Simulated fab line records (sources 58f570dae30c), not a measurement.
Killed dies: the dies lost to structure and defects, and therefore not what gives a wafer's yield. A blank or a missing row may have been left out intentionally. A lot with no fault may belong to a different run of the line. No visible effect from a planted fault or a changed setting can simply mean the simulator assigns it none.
fab line records ; flow berkeley-cmos170
record: lots: 5; wafers: 23
route steps=331 shown CONTACT@217 M1@242 V1@254 M2@289 M3@319
start-h: hours from the record's first day to the start of the lot's first wafer shown ; wait-h: hours from the lot's prior step to this one ; " identical to the entry in the row above ; L1.1+2: one row covering several wafers at once ; - either no value or no given start ; * or withheld: withheld ; < > ~ a bound
route shown NAME@n: names a module that has steps shown in the file, with the first one's number in the route ; usual: mean/standard deviation taken from wafers without a fault ; same: alike in all rows ; chamber/n: place in a boat ; sites: each site's reading ; _std_site: their standard deviation ; _edge_site: outer sites' mean less inner sites' ; radius-mm: how far each site lies from the wafer's centre ; mask NAME#n: copy n ; behind: the tool/chamber that last shaped the wafer ; hold: the reason the lot was held/the length of the hold in hours/how it ended ; device: whichever transistor did not switch (one of n, p or np) ; end of line: at the end of the route, the tests of the same wafers ; for a step that has no rows: nothing shown but its recipe ; killed: not the wafer's yield, but the dies lost to structure and defects at the first sort ; map: dies across one wafer; x = killed, . = not, _ = none there
set.NAME: the setting as run; set.NAME@STEP: as run at that earlier step ; model.NAME: the simulator's own value behind a step, which no gauge read
lots where settings were altered on purpose, with a table for each step and a row for each wafer
== steps ==
step: UCB170_CONTACT_CVD_01
recipe: material: PSG; target-thk-nm: 700; temp-c: 450; precursor: SiH4/O2/PH3; time-s: 2820; pressure-mtorr: 300; sih4-flow-sccm: 60; o2-flow-sccm: 90; ph3-flow-sccm: 25
lot.wafer;tool;chamber;start-h;wait-h;set.o2-flow-sccm;model.PSG_of_CONTACT_CVD_01.thk-nm
L074.1;-;-;-;1.0;90;701
L074.2;-;-;-;1.0;90;700.3
L074.3;-;-;-;1.0;90;704
L074.5;-;-;-;1.0;90;696.2
L074.6;-;-;-;1.0;90;695.6
L076.1;lpcvd-01;1;139.06;0.2;90;705.5
L076.3;lpcvd-01;1;139.06;0.2;90;704.6
L076.4;lpcvd-01;1;139.06;0.2;90;707.6
L081.1;-;-;-;0.2;80.09;668.3
L081.2;-;-;-;0.2;80.09;671.6
L081.3+6;-;-;-;0.2;80.09;670.6
L081.5;-;-;-;0.2;80.09;671.5
L083.1;-;-;-;0.0;90;706.2
L083.3;-;-;-;0.0;90;714.3
L083.4;-;-;-;0.0;90;710.1
L083.5;-;-;-;0.0;90;711.6
L083.6;-;-;-;0.0;90;704.4
L084.1+6;-;-;-;1.5;101.5;748
L084.2;-;-;-;1.5;101.5;748.3
L084.4;-;-;-;1.5;101.5;743.4
L084.5;-;-;-;1.5;101.5;742
step: UCB170_CONTACT_THK_MEAS_02
recipe: reads: PSG_of_CONTACT_CVD_01
usual: CONTACT_PSG_THK: 701/6.1
lot.wafer;tool;chamber;start-h;wait-h;set.o2-flow-sccm@CONTACT_CVD_01;CONTACT_PSG_THK[nm]
L074.1;film-metro-04;-;-;-;90;701
L074.2;film-metro-04;-;-;-;90;700
L074.3;film-metro-04;-;-;-;90;703
L074.5;film-metro-04;-;-;-;90;696
L074.6;film-metro-04;-;-;-;90;696
L076.1;film-metro-02;-;140.85;0.0;90;705
L076.3;film-metro-02;-;140.85;0.0;90;705
L076.4;film-metro-02;-;140.85;0.0;90;708
L081.1;film-metro-04;-;-;-;80.09;668
L081.2;film-metro-04;-;-;-;80.09;671
L081.3;film-metro-04;-;-;-;80.09;671
L081.5;film-metro-04;-;-;-;80.09;672
L081.6;film-metro-04;-;-;-;80.09;671
L083.1;film-metro-02;-;-;-;90;706
L083.3;film-metro-02;-;-;-;90;714
L083.4;film-metro-02;-;-;-;90;710
L083.5;film-metro-02;-;-;-;90;712
L083.6;film-metro-02;-;-;-;90;704
L084.1;film-metro-01;-;-;-;101.5;748
L084.2;film-metro-01;-;-;-;101.5;749
L084.4;film-metro-01;-;-;-;101.5;744
L084.5;film-metro-01;-;-;-;101.5;742
L084.6;film-metro-01;-;-;-;101.5;748
step: UCB170_M1_COAT_04
recipe: resist: KrF; spin-rpm: 1500; resist-thk-nm: 900
lot.wafer;tool;chamber;start-h;wait-h;set.resist-thk-nm;model.KrF_of_M1_COAT_04.thk-nm
L074.1;litho-track-04;0;-;-;928.6;926
L074.2;litho-track-04;0;-;-;900;899
L074.3;litho-track-04;0;-;-;900;899.5
L074.5;litho-track-04;0;-;-;928.6;928.8
L074.6;litho-track-04;0;-;-;900;898.9
L076.1;litho-track-02;0;-;-;900;905.2
L076.3;litho-track-02;0;-;-;900;903.9
L076.4;litho-track-02;0;-;-;900;902.3
L081.1;litho-track-03;0;-;-;881.7;883.1
L081.2;litho-track-03;0;-;-;900;904.6
L081.3;litho-track-03;0;-;-;881.7;882
L081.5;litho-track-03;0;-;-;900;902.4
L081.6;litho-track-03;0;-;-;881.7;882.4
L083.1;litho-track-02;0;-;-;900;901
L083.3;litho-track-02;0;-;-;900;900
L083.4;litho-track-02;0;-;-;923.3;926.4
L083.5;litho-track-02;0;-;-;900;901.9
L083.6;litho-track-02;0;-;-;923.3;922.4
L084.1;litho-track-04;0;-;-;900;900.8
L084.2;litho-track-04;0;-;-;951.5;951.2
L084.4;litho-track-04;0;-;-;900;897.2
L084.5;litho-track-04;0;-;-;951.5;950.4
L084.6;litho-track-04;0;-;-;900;897.4
step: UCB170_V1_CVD_00
recipe: material: SiO2; target-thk-nm: 2000; temp-c: 390; precursor: TEOS/O2; time-s: 250; rf-w: 550; pressure-mtorr: 9000
lot.wafer;tool;chamber;start-h;wait-h;set.time-s;model.SiO2_of_V1_CVD_00.thk-nm
L074.1;pecvd-04;0;137.60;0.2;250;1988
L074.2;pecvd-04;2;137.60;0.2;250;2004
L074.3;pecvd-04;1;137.60;0.2;235.8;1861
L074.5;pecvd-04;0;137.60;0.2;250;2039
L074.6;pecvd-04;1;137.60;0.2;235.8;1881
L076.1;pecvd-01;0;151.84;0.0;250;1952
L076.3;pecvd-01;1;151.84;0.0;250;1956
L076.4;pecvd-01;0;151.84;0.0;250;1983
L081.1;pecvd-01;0;179.47;0.0;250;1958
L081.2;pecvd-01;1;179.47;0.0;250;1944
L081.3;pecvd-01;2;179.47;0.0;285.8;2258
L081.5;pecvd-01;1;179.47;0.0;285.8;2271
L081.6;pecvd-01;2;179.47;0.0;285.8;2281
L083.1;pecvd-01;2;195.09;0.0;262;2057
L083.3;pecvd-01;1;195.09;0.0;262;2060
L083.4;pecvd-01;1;195.09;0.0;262;2061
L083.5;pecvd-01;0;195.09;0.0;250;2000
L083.6;pecvd-01;2;195.09;0.0;250;1994
L084.1;pecvd-01;2;206.48;0.0;250;1965
L084.2;pecvd-01;1;206.48;0.0;250;1958
L084.4;pecvd-01;1;206.48;0.0;250;1971
L084.5;pecvd-01;0;206.48;0.0;250;1988
L084.6;pecvd-01;2;206.48;0.0;250;1998
step: UCB170_V1_THK_MEAS_01
recipe: reads: SiO2_of_V1_CVD_00
usual: V1_TEOS_THK: 1987/23
lot.wafer;tool;chamber;start-h;wait-h;set.time-s@V1_CVD_00;V1_TEOS_THK[nm]
L074.1;film-metro-01;-;137.76;0.1;250;1988
L074.2;film-metro-01;-;137.76;0.1;250;2003
L074.3;film-metro-01;-;137.76;0.1;235.8;1862
L074.5;film-metro-01;-;137.76;0.1;250;2039
L074.6;film-metro-01;-;137.76;0.1;235.8;1881
L076.1;film-metro-01;-;151.99;0.1;250;1951
L076.3;film-metro-01;-;151.99;0.1;250;1957
L076.4;film-metro-01;-;151.99;0.1;250;1982
L081.1;film-metro-03;-;179.68;0.1;250;1957
L081.2;film-metro-03;-;179.68;0.1;250;1943
L081.3;film-metro-03;-;179.68;0.1;285.8;2258
L081.5;film-metro-03;-;179.68;0.1;285.8;2271
L081.6;film-metro-03;-;179.68;0.1;285.8;2281
L083.1;film-metro-01;-;195.24;0.1;262;2058
L083.3;film-metro-01;-;195.24;0.1;262;2059
L083.4;film-metro-01;-;195.24;0.1;262;2061
L083.5;film-metro-01;-;195.24;0.1;250;2000
L083.6;film-metro-01;-;195.24;0.1;250;1995
L084.1;film-metro-03;-;206.64;0.1;250;1963
L084.2;film-metro-03;-;206.64;0.1;250;1958
L084.4;film-metro-03;-;206.64;0.1;250;1970
L084.5;film-metro-03;-;206.64;0.1;250;1987
L084.6;film-metro-03;-;206.64;0.1;250;1997
step: UCB170_V1_EXPOSE_09
recipe: mask-id: VIA1; target-cd-nm: 700; na: 0.5; sigma-outer: 0.6; source-shape: conventional; dose-mj: 37
lot.wafer;tool;chamber;start-h;wait-h;mask;set.dose-mj
L074.1+3;krf-scanner-02;0;139.12;0.2;VIA1#0;39.57
L074.2+5+6;krf-scanner-02;0;139.12;0.2;VIA1#0;37
L076.1+3+4;krf-scanner-02;0;153.31;0.1;VIA1#0;37
L081.1+2+3+5+6;krf-scanner-01;0;183.24;0.4;VIA1#0;37
L083.1+4+5;krf-scanner-01;0;198.08;0.2;VIA1#0;37
L083.3+6;krf-scanner-01;0;198.08;0.2;VIA1#0;38.77
L084.1+2;krf-scanner-02;0;207.93;0.2;VIA1#0;37
L084.4+5+6;krf-scanner-02;0;207.93;0.2;VIA1#0;38.19
step: UCB170_V1_PEB_10
recipe: peb-temp-c: 130; peb-time-s: withheld; resist: KrF
step: UCB170_V1_DEVELOP_11
recipe: developer: TMAH; develop-time-s: 45; resist: KrF; dev-temp-c: 21
step: UCB170_V1_CD_MEAS_12
recipe: target-cd-nm: 700
usual: cd-nm: 700.2/1
lot.wafer;tool;chamber;start-h;wait-h;set.dose-mj@V1_EXPOSE_09;cd-nm
L074.1;cd-sem-01;-;140.01;-;39.57;711.6
L074.2;cd-sem-01;-;140.01;-;37;700.2
L074.3;cd-sem-01;-;140.01;-;39.57;711.8
L074.5;cd-sem-01;-;140.01;-;37;700.4
L074.6;cd-sem-01;-;140.01;-;37;699.7
L076.1;cd-sem-01;-;153.92;-;37;700.3
L076.3;cd-sem-01;-;153.92;-;37;701.7
L076.4;cd-sem-01;-;153.92;-;37;699.6
L081.1;cd-sem-02;-;183.63;-;37;699.0
L081.2;cd-sem-02;-;183.63;-;37;699.4
L081.3;cd-sem-02;-;183.63;-;37;699.2
L081.5;cd-sem-02;-;183.63;-;37;699.6
L081.6;cd-sem-02;-;183.63;-;37;699.0
L083.1;cd-sem-01;-;198.47;-;37;698.6
L083.3;cd-sem-01;-;198.47;-;38.77;708.8
L083.4;cd-sem-01;-;198.47;-;37;700.0
L083.5;cd-sem-01;-;198.47;-;37;697.8
L083.6;cd-sem-01;-;198.47;-;38.77;707.7
L084.1;cd-sem-01;-;208.32;-;37;699.0
L084.2;cd-sem-01;-;208.32;-;37;698.4
L084.4;cd-sem-01;-;208.32;-;38.19;705.8
L084.5;cd-sem-01;-;208.32;-;38.19;704.8
L084.6;cd-sem-01;-;208.32;-;38.19;705.5
step: UCB170_M2_METAL_ETCH_18
recipe: chemistry: Cl2/BCl3; target: Al; stop-on: SiO2; pressure-mtorr: 12; target-depth-a: 11700; over-etch-frac: 0.3; time-s: 195; icp-w: 600; bias-w: 120; Cl2_flow_sccm: 90; bcl3-flow-sccm: 45
lot.wafer;tool;chamber;start-h;wait-h;set.over-etch-frac;model.KrF_of_M2_COAT_10.thk-nm
L074.1;rie-metal-04;0;143.18;-;0.3;228
L074.2;rie-metal-04;1;143.18;-;0.3;225.5
L074.3;rie-metal-04;0;143.18;-;0.3;233
L074.5;rie-metal-04;0;143.18;-;0.3;223.1
L074.6;rie-metal-04;1;143.18;-;0.3;216.6
L076.1;rie-metal-02;1;157.62;-;0.3;209.1
L076.3;rie-metal-02;0;157.62;-;0.3;214.4
L076.4;rie-metal-02;1;157.62;-;0.3;206.6
L081.1;rie-metal-02;1;187.54;-;0.3;215.2
L081.2;rie-metal-02;0;187.54;-;0.2413;240
L081.3;rie-metal-02;1;187.54;-;0.3;210.8
L081.5;rie-metal-02;1;187.54;-;0.2413;237.8
L081.6;rie-metal-02;0;187.54;-;0.2413;243
L083.1;rie-metal-02;0;201.62;-;0.3;203.2
L083.3;rie-metal-02;1;201.62;-;0.2634;223.5
L083.4;rie-metal-02;0;201.62;-;0.2634;227.4
L083.5;rie-metal-02;1;201.62;-;0.3;205.1
L083.6;rie-metal-02;0;201.62;-;0.2634;220.2
L084.1;rie-metal-04;1;211.37;-;0.255;236.9
L084.2;rie-metal-04;0;211.37;-;0.3;219.9
L084.4+6;rie-metal-04;1;211.37;-;0.3;211.1
L084.5;rie-metal-04;0;211.37;-;0.255;236.6
step: UCB170_M2_STRIP_19
recipe: chemistry: O2; power-w: 400; pressure-mtorr: 3500; platen-temp-c: withheld; o2-flow-sccm: 400; overash-fraction: 0.5
usual: oes-product-au: 0.546/0.0092
lot.wafer;tool;chamber;start-h;wait-h;set.over-etch-frac@M2_METAL_ETCH_18;oes-product-au
L074.1;plasma-asher-03;0;143.37;0.1;0.3;0.557
L074.2;plasma-asher-03;1;143.37;0.1;0.3;0.555
L074.3;plasma-asher-03;0;143.37;0.1;0.3;0.566
L074.5;plasma-asher-03;0;143.37;0.1;0.3;0.556
L074.6;plasma-asher-03;1;143.37;0.1;0.3;0.548
L076.1;plasma-asher-03;1;157.81;0.1;0.3;0.549
L076.3;plasma-asher-03;1;157.81;0.1;0.3;0.539
L076.4;plasma-asher-03;0;157.81;0.1;0.3;0.537
L081.1;plasma-asher-04;1;187.73;0.1;0.3;0.542
L081.2;plasma-asher-04;0;187.73;0.1;0.2413;0.565
L081.3;plasma-asher-04;0;187.73;0.1;0.3;0.547
L081.5;plasma-asher-04;0;187.73;0.1;0.2413;0.567
L081.6;plasma-asher-04;1;187.73;0.1;0.2413;0.582
L083.1;plasma-asher-02;1;201.81;0.1;0.3;0.529
L083.3;plasma-asher-02;0;201.81;0.1;0.2634;0.558
L083.4;plasma-asher-02;1;201.81;0.1;0.2634;0.557
L083.5;plasma-asher-02;1;201.81;0.1;0.3;0.535
L083.6;plasma-asher-02;0;201.81;0.1;0.2634;0.550
L084.1;plasma-asher-03;1;211.56;0.1;0.255;0.573
L084.2;plasma-asher-03;0;211.56;0.1;0.3;0.553
L084.4;plasma-asher-03;1;211.56;0.1;0.3;0.550
L084.5;plasma-asher-03;0;211.56;0.1;0.255;0.566
L084.6;plasma-asher-03;1;211.56;0.1;0.3;0.537
step: UCB170_M3_COAT_10
recipe: resist: KrF; spin-rpm: 1500; resist-thk-nm: 900
lot.wafer;tool;chamber;start-h;wait-h;set.resist-thk-nm;model.KrF_of_M3_COAT_10.thk-nm
L074.1;litho-track-04;0;-;-;852.3;852.2
L074.2;litho-track-04;0;-;-;900;899.3
L074.3;litho-track-04;0;-;-;900;900.7
L074.5;litho-track-04;0;-;-;900;901.9
L074.6;litho-track-04;0;-;-;852.3;852.8
L076.1;litho-track-03;0;-;-;900;898.9
L076.3;litho-track-03;0;-;-;900;903.7
L076.4;litho-track-03;0;-;-;900;900.1
L081.1;litho-track-02;0;-;-;900;900.8
L081.2;litho-track-02;0;-;-;900;899.6
L081.3;litho-track-02;0;-;-;900;899.1
L081.5;litho-track-02;0;-;-;900;897.1
L081.6;litho-track-02;0;-;-;900;898.3
L083.1;litho-track-02;0;-;-;900;902.1
L083.3;litho-track-02;0;-;-;874.3;873.8
L083.4;litho-track-02;0;-;-;874.3;875.6
L083.5;litho-track-02;0;-;-;900;898.8
L083.6;litho-track-02;0;-;-;900;898.1
L084.1;litho-track-02;0;-;-;900;903.9
L084.2;litho-track-02;0;-;-;900;903.8
L084.4;litho-track-02;0;-;-;869.8;873.9
L084.5;litho-track-02;0;-;-;900;900.7
L084.6;litho-track-02;0;-;-;869.8;872.3
== key ==
split: step: UCB170_CONTACT_CVD_01; setting: o2-flow-sccm; stated: 90; by: lot
response: step: UCB170_CONTACT_CVD_01; reading: model.PSG_of_CONTACT_CVD_01.thk-nm; change: +3.17; per: 1%; r: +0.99
response: step: UCB170_CONTACT_THK_MEAS_02; reading: CONTACT_PSG_THK; change: +3.18; per: 1%; r: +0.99
split: step: UCB170_M1_COAT_04; setting: resist-thk-nm; stated: 900; by: wafer
response: step: UCB170_M1_COAT_04; reading: model.KrF_of_M1_COAT_04.thk-nm; change: +9.18; per: 1%; r: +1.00
split: step: UCB170_V1_CVD_00; setting: time-s; stated: 250; by: wafer
response: step: UCB170_V1_CVD_00; reading: model.SiO2_of_V1_CVD_00.thk-nm; change: +21.7; per: 1%; r: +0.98
response: step: UCB170_V1_THK_MEAS_01; reading: V1_TEOS_THK; change: +21.7; per: 1%; r: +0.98
split: step: UCB170_V1_EXPOSE_09; setting: dose-mj; stated: 37; by: wafer
response: step: UCB170_V1_CD_MEAS_12; reading: cd-nm; change: +1.81; per: 1%; r: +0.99
split: step: UCB170_M2_METAL_ETCH_18; setting: over-etch-frac; stated: 0.3; by: wafer
response: step: UCB170_M2_METAL_ETCH_18; reading: model.KrF_of_M2_COAT_10.thk-nm; change: -1.47; per: 1%; r: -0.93
response: step: UCB170_M2_STRIP_19; reading: oes-product-au; change: -0.0015; per: 1%; r: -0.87
split: step: UCB170_M3_COAT_10; setting: resist-thk-nm; stated: 900; by: wafer
response: step: UCB170_M3_COAT_10; reading: model.KrF_of_M3_COAT_10.thk-nm; change: +8.97; per: 1%; r: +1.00
